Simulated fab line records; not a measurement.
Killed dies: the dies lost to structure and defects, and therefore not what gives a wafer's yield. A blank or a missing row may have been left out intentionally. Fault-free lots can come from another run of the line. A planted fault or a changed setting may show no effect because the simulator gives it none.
Which tool is to blame? ; flow berkeley_cmos170 ; 21 wafers from 7 lots sampled at 2 of the route's 331 steps

== WHAT THE GAUGES READ, wafer by wafer ==
UCB170_M1_RS_MEAS_01: measures by four-point-probe.
lot;measured;on;M1_AL_RS (ohm/sq)
L985;day 8 15:56;film_metro-01;0.0483 0.0484 0.0483
L987;day 9 04:03;film_metro-01;0.0483 0.0479 0.0482
L992;day 9 20:33;film_metro-02;0.0478 0.0479 0.0474
L998;day 11 10:45;film_metro-01;0.0484 0.0486 0.0482
L100;day 12 14:13;film_metro-01;0.0491 0.0489 0.0487
L103;day 12 14:50;film_metro-02;0.0486 0.0489 0.0487
L107;day 14 17:27;film_metro-01;0.0473 0.0480 0.0478

== WHAT TOOL EACH LOT RAN ON (gives the tool, then ch and the chambers of the sampled wafers, and finally the start) ==
lot;UCB170_M1_SPUTTER_00
L985;pvd_sputter-02, day 8 15:52
L987;pvd_sputter-02, day 9 03:58
L992;pvd_sputter-02, day 9 20:28
L998;pvd_sputter-01, day 11 10:41
L100;pvd_sputter-03, day 12 14:07
L103;pvd_sputter-01, day 12 14:46
L107;pvd_sputter-02, day 14 17:23
- UCB170_M1_SPUTTER_00: material Al, target thk 600 nm, time 80 s.

== THE ANSWER, worked out from the rows above alone ==
Rule: the usual values come from the lots themselves. The widest of any qualifying gaps counts: lots, ordered by their means at a reading, are off when they make up no more than a third of the lots, leave a main group of 4 or more, and stand apart from it by 3 or more times the standard deviation of that group's means. The tables above print the reading to a certain number of digits; a main group whose means all agree to those digits is not used. Also off: a lot with no number at a reading for which 4 or more lots have one. The other lots that the step has rows for count as sound.
No lot is off on any of the readings shown, so nothing can be concluded from this.

== WHAT WAS PUT IN BY THE SIMULATOR ==
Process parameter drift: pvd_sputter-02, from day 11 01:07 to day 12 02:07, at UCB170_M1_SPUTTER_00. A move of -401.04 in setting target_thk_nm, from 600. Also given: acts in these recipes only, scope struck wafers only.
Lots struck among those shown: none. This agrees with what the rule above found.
